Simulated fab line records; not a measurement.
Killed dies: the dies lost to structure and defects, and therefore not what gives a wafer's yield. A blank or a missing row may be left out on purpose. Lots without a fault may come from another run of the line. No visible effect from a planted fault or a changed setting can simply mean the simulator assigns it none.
fab line records    flow ritCmos
record lots=6  wafers=18  lastDay=7
route steps=202 shown FOX2@24 NWELL@28 PWELL@40 WELLDRIVE@50 M1@202
lots that met no fault: from a run of the same line without faults
startH: start of the lot's first displayed wafer, in hours after the record's first day    waitH: time in hours since the lot's previous step    " identical to the entry in the row above    L1.1+2: a row that stands for several wafers    - value missing, or start not given    * or withheld: withheld    < > ~ a bound
route shown NAME@n: a module of which the file shows steps, and the number in the route of the first    usual: the fault-free wafers' mean and standard deviation    same: alike in all rows    chamber/n: place in a boat    sites: the reading at each site    _std_site: the standard deviation of these    _edge_site: mean of outer sites minus mean of inner sites    radiusMm: how far each site lies from the wafer's centre    mask NAME#n: copy n    behind: the most recent tool/chamber to have shaped the wafer    hold: cause of the lot's hold/its duration in hours/its outcome    device: names the non-switching transistor (n, p or np)    end of line: the tests these same wafers got at the end of their route    step lacking rows: just its recipe    killed: at the first sort, the dies lost to defects and structure; wafer yield is something else    map: per-die view of a wafer (x killed, . not killed, _ where there is no die)
set.NAME: the setting that was run; set.NAME@STEP: the one run at that earlier step    model.NAME: the simulator's own value behind a step, which no gauge read
lots at selected steps of the route; one table per step, one row per wafer
services: when a tool's chamber went out of use (startH, in hours from the record's first day, below 0 if earlier), for how many hours, and the reason
## steps
# step RIT_FOX2_THK_MEAS_01
# recipe reads=SiO2_of_FOX2_OXIDATION_00
# usual FOX2_OXIDE_THK=352/6.2
lot.wafer  tool          chamber  startH  waitH  FOX2_OXIDE_THK[nm]
L684.1     filmMetro-04  -        54.59   0.0    346
L684.2     "             -        "       "      344
L684.4     "             -        "       "      354
L691.1     filmMetro-04  -        90.29   0.0    351
L691.4     "             -        "       "      353
L691.5     "             -        "       "      358
L694.1     filmMetro-01  -        106.43  0.0    355
L694.2     "             -        "       "      352
L694.6     "             -        "       "      351
L695.1     filmMetro-03  -        111.78  0.0    345
L695.4     "             -        "       "      349
L695.5     "             -        "       "      342
L698.2     filmMetro-04  -        125.89  0.0    353
L698.5     "             -        "       "      354
L698.6     "             -        "       "      348
L700.1     filmMetro-01  -        135.44  0.0    359
L700.2     "             -        "       "      353
L700.3     "             -        "       "      362
# step RIT_FOX2_CLEAN_02
# recipe chemistry=dHF  dilution=50:1  timeS=180
# step RIT_FOX2_WET_ETCH_03
# recipe chemistry=H3PO4  target=Si3N4  targetDepthNm=195  tempC=165  timeS=2801
# step RIT_FOX2_THK_MEAS_90
# recipe reads=SiO2_of_FOX2_OXIDATION_00
# usual FIELD_OXIDE_LEFT_1_THK=325/6.2
lot.wafer  tool          chamber  startH  waitH  FIELD_OXIDE_LEFT_1_THK[nm]
L684.1     filmMetro-01  -        55.62   0.0    318
L684.2     "             -        "       "      317
L684.4     "             -        "       "      326
L691.1     filmMetro-01  -        91.24   0.0    323
L691.4     "             -        "       "      325
L691.5     "             -        "       "      331
L694.1     filmMetro-03  -        107.31  0.0    327
L694.2     "             -        "       "      324
L694.6     "             -        "       "      323
L695.1     filmMetro-01  -        112.72  0.0    317
L695.4     "             -        "       "      322
L695.5     "             -        "       "      314
L698.2     filmMetro-01  -        126.84  0.0    325
L698.5     "             -        "       "      326
L698.6     "             -        "       "      320
L700.1     filmMetro-03  -        136.32  0.0    331
L700.2     "             -        "       "      325
L700.3     "             -        "       "      334
# step RIT_NWELL_HMDS_00
# recipe primeTimeS=60  primeTempC=140
# step RIT_NWELL_COAT_01
# recipe resist=NOVOLAK  spinRpm=2000  resistThkNm=1300
# step RIT_NWELL_SOFTBAKE_02
# recipe resist=NOVOLAK  tempC=90  timeS=60
# step RIT_NWELL_EXPOSE_03
# recipe maskId=M2  na=0.57  targetCdNm=43900  doseMj=250
# step RIT_NWELL_PEB_04
# recipe resist=NOVOLAK  tempC=withheld  timeS=withheld
# step RIT_NWELL_DEVELOP_05
# recipe resist=NOVOLAK  developTimeS=68  devTempC=23
# step RIT_NWELL_OVL_MEAS_06
# usual NWELL_OVL=0.4/1.5
lot.wafer  tool        chamber  startH  waitH  NWELL_OVL[nm]
L684.1     overlay-02  -        56.68   -      1.0
L684.2     "           -        "       "      0.3
L684.4     "           -        "       "      1.1
L691.1     overlay-01  -        92.19   -      1.7
L691.4     "           -        "       "      -0.3
L691.5     "           -        "       "      2.4
L694.1     overlay-02  -        108.37  -      0.3
L694.2     "           -        "       "      -2.4
L694.6     "           -        "       "      -0.5
L695.1     overlay-01  -        113.85  -      2.4
L695.4     "           -        "       "      2.2
L695.5     "           -        "       "      2.8
L698.2     overlay-02  -        127.77  -      -0.5
L698.5     "           -        "       "      -1.5
L698.6     "           -        "       "      -2.4
L700.1     overlay-02  -        137.49  -      -0.2
L700.2     "           -        "       "      -1.3
L700.3     "           -        "       "      0.3
# step RIT_NWELL_HARDBAKE_07
# recipe resist=NOVOLAK  tempC=140  timeS=120
# step RIT_NWELL_IMPLANT_08
# recipe species=P  energyKev=170  doseCm2=5e+13  tiltDeg=7
# usual doseIonsCm2=4.999e+13/5e+10  faradayCurrentUA=158.7/2.9
lot.wafer  tool          chamber  startH  waitH  doseIonsCm2  faradayCurrentUA
L684.1     implanter-04  0        56.97   0.2    4.995e+13    158.4
L684.2     "             0        "       "      4.997e+13    160.6
L684.4     "             0        "       "      5.003e+13    161.5
L691.1     implanter-01  0        92.47   0.2    4.991e+13    156.9
L691.4     "             0        "       "      4.993e+13    157.6
L691.5     "             0        "       "      4.983e+13    158.5
L694.1     implanter-01  0        108.66  0.2    5.789e+13    185.7
L694.2     "             0        "       "      5.79e+13     184.4
L694.6     "             0        "       "      5.791e+13    184.2
L695.1     implanter-01  0        114.14  0.2    5.799e+13    178.9
L695.4     "             0        "       "      5.801e+13    179.8
L695.5     "             0        "       "      5.796e+13    185.4
L698.2     implanter-02  0        128.08  0.2    4.995e+13    155.6
L698.5     "             0        "       "      4.989e+13    161.1
L698.6     "             0        "       "      4.99e+13     160.0
L700.1     implanter-02  0        137.99  0.2    5.002e+13    157.9
L700.2     "             0        "       "      4.999e+13    156.3
L700.3     "             0        "       "      5.001e+13    160.6
# step RIT_NWELL_STRIP_09
# recipe chemistry=O2  timeS=180  resist=NOVOLAK  platenTempC=withheld  powerW=500  pressureMtorr=4000  o2FlowSccm=4000
# usual chamberPressureMTorr=4000/3.7  drypumpMotorCurrentA=5.73/0.29
lot.wafer  tool            chamber  startH  waitH  chamberPressureMTorr  drypumpMotorCurrentA  rfHoursCounterH
L684.1     plasmaAsher-04  0        57.12   0.1    3999                  5.42                  40
L684.2     "               1        "       "      4003                  5.60                  40
L684.4     "               1        "       "      3997                  5.57                  -
L691.1     plasmaAsher-01  1        92.62   0.1    4003                  5.52                  45
L691.4     "               1        "       "      4005                  5.52                  -
L691.5     "               1        "       "      4004                  5.54                  -
L694.1     plasmaAsher-01  1        108.81  0.1    4000                  5.51                  47
L694.2     "               0        "       "      3998                  6.21                  47
L694.6     "               0        "       "      3998                  6.21                  -
L695.1     plasmaAsher-01  0        114.29  0.1    4001                  6.22                  48
L695.4     "               1        "       "      3995                  5.53                  -
L695.5     "               1        "       "      4003                  5.54                  -
L698.2     plasmaAsher-04  1        128.20  0.1    3997                  5.58                  1
L698.5     "               0        "       "      4000                  5.47                  -
L698.6     "               1        "       "      4000                  5.59                  -
L700.1     plasmaAsher-04  1        138.14  0.1    3996                  5.57                  2
L700.2     "               0        "       "      3998                  5.44                  2
L700.3     "               1        "       "      4002                  5.55                  -
# step RIT_NWELL_TW_MEAS_10
# usual NWELL_TW=2148/14
lot.wafer  tool          chamber  startH  waitH  hold                     NWELL_TW
L684.1     filmMetro-04  -        57.29   0.1    -                        2137
L684.2     "             -        "       "      -                        2139
L684.4     "             -        "       "      -                        2154
L691.1     filmMetro-04  -        92.80   0.1    -                        2148
L691.4     "             -        "       "      -                        2157
L691.5     "             -        "       "      -                        2170
L694.1     filmMetro-04  -        108.98  0.1    awaitDispo/0.2h/release  2273
L694.2     "             -        "       "      awaitDispo/0.2h/release  2273
L694.6     "             -        "       "      awaitDispo/0.2h/release  2266
L694.1     filmMetro-04  -        109.21  0.2    -                        2277
L694.2     "             -        "       "      -                        2263
L694.6     "             -        "       "      -                        2264
L695.1     filmMetro-02  -        114.46  0.1    awaitDispo/0.2h/release  2227
L695.4     "             -        "       "      awaitDispo/0.2h/release  2224
L695.5     "             -        "       "      awaitDispo/0.2h/release  2225
L695.1     filmMetro-02  -        114.69  0.2    -                        2229
L695.4     "             -        "       "      -                        2231
L695.5     "             -        "       "      -                        2219
L698.2     filmMetro-02  -        128.39  0.1    -                        2156
L698.5     "             -        "       "      -                        2145
L698.6     "             -        "       "      -                        2155
L700.1     filmMetro-04  -        138.31  0.1    -                        2162
L700.2     "             -        "       "      -                        2156
L700.3     "             -        "       "      -                        2164
# step RIT_PWELL_COAT_01
# recipe resist=NOVOLAK  spinRpm=2000  resistThkNm=1300
# step RIT_PWELL_SOFTBAKE_02
# recipe resist=NOVOLAK  tempC=90  timeS=62.36
# usual plateSensorTCentreC=90.969/0.0095  plateSensorTEdgeC=91.020/0.01  resistLineTempC=23.01/0.12
lot.wafer  tool           chamber  startH  waitH  plateSensorTCentreC  plateSensorTEdgeC  resistLineTempC
L684.1     lithoTrack-02  0        57.65   0.1    90.978               91.026             23.11
L684.2     "              0        "       "      90.982               91.012             23.05
L684.4     "              0        "       "      90.950               91.010             23.00
L691.1     lithoTrack-03  0        93.16   0.1    90.960               91.008             23.12
L691.4     "              0        "       "      90.984               91.034             23.11
L691.5     "              0        "       "      90.955               91.022             23.12
L694.1     lithoTrack-03  0        112.84  0.2    90.951               91.015             22.98
L694.2     "              0        "       "      90.964               91.018             23.34
L694.6     "              0        "       "      90.960               91.009             23.17
L695.1     lithoTrack-02  0        125.22  0.1    90.967               91.012             23.01
L695.4     "              0        "       "      90.971               91.031             22.90
L695.5     "              0        "       "      90.950               91.028             22.92
L698.2     lithoTrack-03  0        128.76  0.1    90.986               91.013             23.09
L698.5     "              0        "       "      90.973               90.998             23.02
L698.6     "              0        "       "      90.973               91.007             23.02
L700.1     lithoTrack-02  0        138.67  0.1    90.965               91.019             23.01
L700.2     "              0        "       "      90.960               91.006             22.86
L700.3     "              0        "       "      90.962               91.023             22.89
# step RIT_PWELL_EXPOSE_03
# recipe maskId=M3  na=0.57  targetCdNm=43700  doseMj=250
# step RIT_PWELL_PEB_04
# recipe resist=NOVOLAK  tempC=withheld  timeS=withheld
# step RIT_PWELL_DEVELOP_05
# recipe resist=NOVOLAK  developTimeS=68  devTempC=23
# step RIT_PWELL_OVL_MEAS_06
# usual PWELL_OVL=-0.9/1.6
lot.wafer  tool        chamber  startH  waitH  PWELL_OVL[nm]
L684.1     overlay-02  -        58.36   -      0.8
L684.2     "           -        "       "      -1.1
L684.4     "           -        "       "      -1.2
L691.1     overlay-02  -        93.86   -      -2.9
L691.4     "           -        "       "      -0.6
L691.5     "           -        "       "      -0.3
L694.1     overlay-02  -        113.49  -      -2.4
L694.2     "           -        "       "      -1.3
L694.6     "           -        "       "      0.3
L695.1     overlay-01  -        125.92  -      -0.7
L695.4     "           -        "       "      -0.8
L695.5     "           -        "       "      -0.4
L698.2     overlay-01  -        129.55  -      0.5
L698.5     "           -        "       "      -0.6
L698.6     "           -        "       "      1.4
L700.1     overlay-02  -        139.25  -      -3.9
L700.2     "           -        "       "      -2.5
L700.3     "           -        "       "      -2.9
# step RIT_PWELL_HARDBAKE_07
# recipe resist=NOVOLAK  tempC=140  timeS=120
# step RIT_PWELL_IMPLANT_08
# recipe species=B  energyKev=170  doseCm2=7e+13  tiltDeg=7
# step RIT_PWELL_STRIP_09
# recipe chemistry=O2  timeS=180  resist=NOVOLAK  platenTempC=withheld  powerW=500  pressureMtorr=4000  o2FlowSccm=4000
# usual chamberPressureMTorr=3999/4  drypumpMotorCurrentA=5.82/0.26
lot.wafer  tool            chamber  startH  waitH  chamberPressureMTorr  drypumpMotorCurrentA  rfHoursCounterH
L684.1     plasmaAsher-03  1        58.79   0.1    3996                  5.82                  26
L684.2     "               0        "       "      3997                  6.04                  26
L684.4     "               1        "       "      3992                  5.81                  -
L691.1     plasmaAsher-04  0        94.33   0.1    3996                  5.47                  44
L691.4     "               1        "       "      3992                  5.57                  -
L691.5     "               0        "       "      4000                  5.46                  -
L694.1     plasmaAsher-02  0        114.04  0.1    4001                  5.83                  47
L694.2     "               1        "       "      4004                  6.15                  47
L694.6     "               1        "       "      4000                  6.16                  -
L695.1     plasmaAsher-02  1        126.36  0.1    4004                  6.16                  47
L695.4     "               0        "       "      4000                  5.85                  -
L695.5     "               0        "       "      4004                  5.84                  -
L698.2     plasmaAsher-02  0        130.14  0.1    3997                  5.83                  49
L698.5     "               1        "       "      3999                  6.16                  -
L698.6     "               0        "       "      3996                  5.84                  -
L700.1     plasmaAsher-02  0        139.69  0.1    4007                  5.83                  50
L700.2     "               1        "       "      3998                  6.13                  50
L700.3     "               1        "       "      3998                  6.14                  -
# step RIT_PWELL_TW_MEAS_10
# usual PWELL_TW=952/8.9
lot.wafer  tool          chamber  startH  waitH  PWELL_TW
L684.1     filmMetro-03  -        58.97   0.1    954
L684.2     "             -        "       "      955
L684.4     "             -        "       "      953
L691.1     filmMetro-02  -        94.50   0.1    941
L691.4     "             -        "       "      936
L691.5     "             -        "       "      944
L694.1     filmMetro-04  -        114.21  0.1    960
L694.2     "             -        "       "      963
L694.6     "             -        "       "      959
L695.1     filmMetro-03  -        126.56  0.1    959
L695.4     "             -        "       "      959
L695.5     "             -        "       "      956
L698.2     filmMetro-03  -        130.32  0.1    960
L698.5     "             -        "       "      959
L698.6     "             -        "       "      959
L700.1     filmMetro-02  -        139.86  0.1    958
L700.2     "             -        "       "      957
L700.3     "             -        "       "      954
# step RIT_WELLDRIVE_ANNEAL_00
# recipe tempC=1100  timeS=14700  ambient=N2
# step RIT_WELLDRIVE_RS_MEAS_01
# recipe thkMeasGauge=four-point-probe
# usual NWELL_RS=275.6/0.67
lot.wafer  tool          chamber  startH  waitH  hold                     NWELL_RS[ohm/sq]
L684.1     filmMetro-04  -        64.11   0.0    -                        275.9
L684.2     "             -        "       "      -                        276.2
L684.4     "             -        "       "      -                        275.9
L691.1     filmMetro-02  -        100.03  0.0    -                        275.9
L691.4     "             -        "       "      -                        275.9
L691.5     "             -        "       "      -                        274.8
L694.1     filmMetro-04  -        120.20  0.0    awaitDispo/0.2h/release  252.6
L694.2     "             -        "       "      awaitDispo/0.2h/release  253.2
L694.6     "             -        "       "      awaitDispo/0.2h/release  252.3
L694.1     filmMetro-04  -        120.48  0.3    -                        252.4
L694.2     "             -        "       "      -                        253.4
L694.6     "             -        "       "      -                        253.2
L695.1     filmMetro-04  -        133.05  0.2    awaitDispo/0.2h/release  252.5
L695.4     "             -        "       "      awaitDispo/0.2h/release  252.9
L695.5     "             -        "       "      awaitDispo/0.2h/release  253.0
L695.1     filmMetro-04  -        133.34  0.3    -                        252.6
L695.4     "             -        "       "      -                        252.6
L695.5     "             -        "       "      -                        252.3
L698.2     filmMetro-04  -        135.48  0.0    -                        275.6
L698.5     "             -        "       "      -                        275.9
L698.6     "             -        "       "      -                        275.0
L700.1     filmMetro-04  -        145.62  0.0    -                        276.7
L700.2     "             -        "       "      -                        276.1
L700.3     "             -        "       "      -                        276.1
# step RIT_WELLDRIVE_RS_MEAS_02
# recipe thkMeasGauge=four-point-probe
# usual PWELL_RS=429.9/1.3
lot.wafer  tool          chamber  startH  waitH  hold                     PWELL_RS[ohm/sq]
L684.1     filmMetro-04  -        64.23   0.1    -                        427.9
L684.2     "             -        "       "      -                        429.0
L684.4     "             -        "       "      -                        429.7
L691.1     filmMetro-02  -        100.15  0.1    -                        431.6
L691.4     "             -        "       "      -                        430.7
L691.5     "             -        "       "      -                        430.0
L694.1     filmMetro-04  -        123.31  2.8    awaitDispo/2.7h/release  431.6
L694.2     "             -        "       "      awaitDispo/2.7h/release  431.7
L694.6     "             -        "       "      awaitDispo/2.7h/release  431.3
L695.1     filmMetro-04  -        135.46  2.1    awaitDispo/1.6h/release  430.4
L695.4     "             -        "       "      awaitDispo/1.6h/release  431.1
L695.5     "             -        "       "      awaitDispo/1.6h/release  430.3
L698.2     filmMetro-04  -        135.60  0.1    -                        430.6
L698.5     "             -        "       "      -                        430.1
L698.6     "             -        "       "      -                        430.9
L700.1     filmMetro-04  -        145.74  0.1    -                        428.1
L700.2     "             -        "       "      -                        429.5
L700.3     "             -        "       "      -                        429.7
# step RIT_M1_PROBE_99
# usual killedAtContacts=0.0/0.2  killedAtFrontEnd=7.2/2.5  killedDies=7.3/2.5  killedOpen=3.8/1.9  killedShort=3.5/1.8
# same grossDies=264  killed_at_M0_to_M3=0  killed_at_M4_up=0  killedAtBackSide=0  killedAtOther=0
lot.wafer  tool       chamber  startH  waitH  killedAtContacts  killedAtFrontEnd  killedDies  killedOpen  killedShort
L684.1     prober-02  -        96.18   0.1    0                 8                 8           5           3
L684.2     prober-02  -        96.23   0.1    0                 6                 6           3           3
L684.4     prober-02  -        96.33   0.2    0                 3                 3           1           1
L691.1     prober-02  -        132.96  0.1    0                 7                 7           2           5
L691.4     prober-02  -        133.11  0.2    0                 9                 9           4           5
L691.5     prober-02  -        133.16  0.2    0                 6                 6           4           2
L694.1     prober-01  -        157.00  0.1    0                 7                 7           2           5
L694.2     prober-01  -        157.05  0.1    0                 3                 3           2           1
L694.6     prober-01  -        157.25  0.2    0                 9                 9           5           4
L698.2     prober-01  -        166.31  0.1    0                 11                11          6           5
L698.5     prober-01  -        166.46  0.2    1                 8                 9           5           4
L698.6     prober-01  -        166.51  0.2    0                 7                 7           0           7
L695.1     prober-02  -        167.66  0.1    0                 12                12          8           4
L695.4     prober-02  -        167.81  0.2    0                 11                11          7           4
L695.5     prober-02  -        167.86  0.2    0                 9                 9           1           8
L700.1     prober-01  -        173.80  0.1    0                 4                 4           3           1
L700.2     prober-01  -        173.85  0.1    0                 12                12          7           5
L700.3     prober-01  -        173.90  0.2    0                 12                12          3           9
# killed by level:class
L684.1 SILICIDE:geometricParticle:open=5 FOX2:geometricParticle:short=1 SPACER:geometricParticle:short=1 SILICIDE:geometricParticle:short=1
L684.2 FOX1:geometricParticle:open=2 GATE:geometricParticle:short=2 SPACER:geometricParticle:short=1 SILICIDE:geometricParticle:open=1
L684.4 FOX1:geometricParticle:open=1 SILICIDE:geometricParticle:short=1 GATE:coatMicrobubblePrinted=1
L691.1 SILICIDE:geometricParticle:short=3 FOX1:geometricParticle:open=1 FOX2:geometricParticle:short=1 GATE:geometricParticle:short=1 GATE:geometricParticle:open=1
L691.4 REOX:geometricParticle:short=3 SPACER:geometricParticle:short=2 GATE:geometricParticle:open=2 FOX1:geometricParticle:open=1 SPACER:geometricParticle:open=1
L691.5 REOX:geometricParticle:open=2 FOX2:geometricParticle:open=1 GATE:geometricParticle:short=1 REOX:geometricParticle:short=1 SPACER:geometricParticle:open=1
L694.1 GATE:geometricParticle:short=2 FOX1:geometricParticle:short=1 FOX2:geometricParticle:open=1 FOX2:geometricParticle:short=1 SILICIDE:geometricParticle:open=1 SILICIDE:geometricParticle:short=1
L694.2 FOX1:geometricParticle:open=1 GATE:geometricParticle:short=1 GATE:geometricParticle:open=1
L694.6 GATE:geometricParticle:open=2 FOX1:geometricParticle:open=1 FOX1:geometricParticle:short=1 FOX2:geometricParticle:open=1 FOX2:geometricParticle:short=1 GATE:geometricParticle:short=1 REOX:geometricParticle:open=1 SILICIDE:geometricParticle:short=1
L698.2 GATE:geometricParticle:open=2 GATE:geometricParticle:short=2 REOX:geometricParticle:open=2 REOX:geometricParticle:short=1 SPACER:geometricParticle:short=1 SPACER:geometricParticle:open=1 SILICIDE:geometricParticle:short=1 SILICIDE:geometricParticle:open=1
L698.5 GATE:geometricParticle:open=3 REOX:geometricParticle:open=2 FOX1:geometricParticle:short=1 GATE:geometricParticle:short=1 REOX:geometricParticle:short=1 CONTACT:geometricParticle:short=1
L698.6 FOX1:geometricParticle:short=3 REOX:geometricParticle:short=2 GATE:geometricParticle:short=1 SPACER:geometricParticle:short=1
L695.1 GATE:geometricParticle:open=4 FOX1:geometricParticle:short=2 SPACER:geometricParticle:open=2 FOX2:geometricParticle:open=1 GATE:geometricParticle:short=1 REOX:geometricParticle:open=1 SPACER:geometricParticle:short=1
L695.4 GATE:geometricParticle:open=4 REOX:geometricParticle:short=2 FOX1:geometricParticle:open=1 GATE:geometricParticle:short=1 REOX:geometricParticle:open=1 SPACER:geometricParticle:open=1 SPACER:geometricParticle:short=1
L695.5 REOX:geometricParticle:short=3 GATE:geometricParticle:short=2 SPACER:geometricParticle:short=2 GATE:geometricParticle:open=1 SILICIDE:geometricParticle:short=1
L700.1 SPACER:geometricParticle:open=2 FOX2:geometricParticle:short=1 SILICIDE:geometricParticle:open=1
L700.2 SPACER:geometricParticle:open=3 GATE:geometricParticle:short=2 SPACER:geometricParticle:short=2 FOX1:geometricParticle:open=1 FOX1:geometricParticle:short=1 FOX2:geometricParticle:open=1 GATE:geometricParticle:open=1 REOX:geometricParticle:open=1
L700.3 GATE:geometricParticle:short=3 REOX:geometricParticle:short=2 SILICIDE:geometricParticle:short=2 FOX1:geometricParticle:short=1 GATE:geometricParticle:open=1 REOX:geometricParticle:open=1 SPACER:geometricParticle:open=1 SPACER:geometricParticle:short=1
## services
tool            chamber  startH  hours  kind
implanter-01    -        36.80   3.0    repair
implanter-04    -        44.46   2.6    repair
implanter-02    -        49.55   4.1    pm
plasmaAsher-02  -        79.75   1.5    repair
plasmaAsher-03  -        80.05   2.8    pm
plasmaAsher-01  -        86.60   2.0    repair
implanter-01    -        87.16   1.8    repair
implanter-01    -        96.89   0.7    repair
plasmaAsher-04  -        108.75  9.0    pm
plasmaAsher-04  0        108.75  9.0    ventCycle
plasmaAsher-04  1        108.75  9.0    ventCycle
plasmaAsher-04  0        117.75  -      clean
plasmaAsher-04  1        117.75  -      clean
implanter-04    -        125.63  4.2    pm
implanter-04    -        133.28  2.0    repair
## key
firstSign step=RIT_NWELL_IMPLANT_08  reading=doseIonsCm2  direction=up  sigmas=99+  usual=4.999e+13  struck=5.794e+13
effect step=RIT_NWELL_IMPLANT_08  reading=faradayCurrentUA  direction=up  sigmas=8.3  usual=158.7  struck=183.1
effect step=RIT_NWELL_TW_MEAS_10  reading=visit  direction=added
effect step=RIT_NWELL_TW_MEAS_10  reading=NWELL_TW  direction=up  sigmas=7  usual=2148  struck=2248
effect step=RIT_WELLDRIVE_RS_MEAS_01  reading=visit  direction=added
effect step=RIT_WELLDRIVE_RS_MEAS_01  reading=NWELL_RS  direction=down  sigmas=34  usual=275.6  struck=252.8
metAt RIT_NWELL_IMPLANT_08
struckWafers L694.1,L694.2,L694.6,L695.1,L695.4,L695.5
testerLeftOut L694,L695
onsetBetween 92.47 108.66
fault kind=processParameterDrift  tool=implanter-01  chamber=-  onsetH=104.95  steps=RIT_NWELL_IMPLANT_08  channel=doseCm2  offset=7.9182e+12  shape=step  endH=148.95  actsIn=theseRecipesOnly  stated=5e+13
# testerLeftOut: of these lots the tester's yield and bins aren't shown, on N5 and GAA mostly nor the transistor test; their killed dies are dies lost to structure and defects alone, not to doping, threshold or leakage, so they don't give the yield
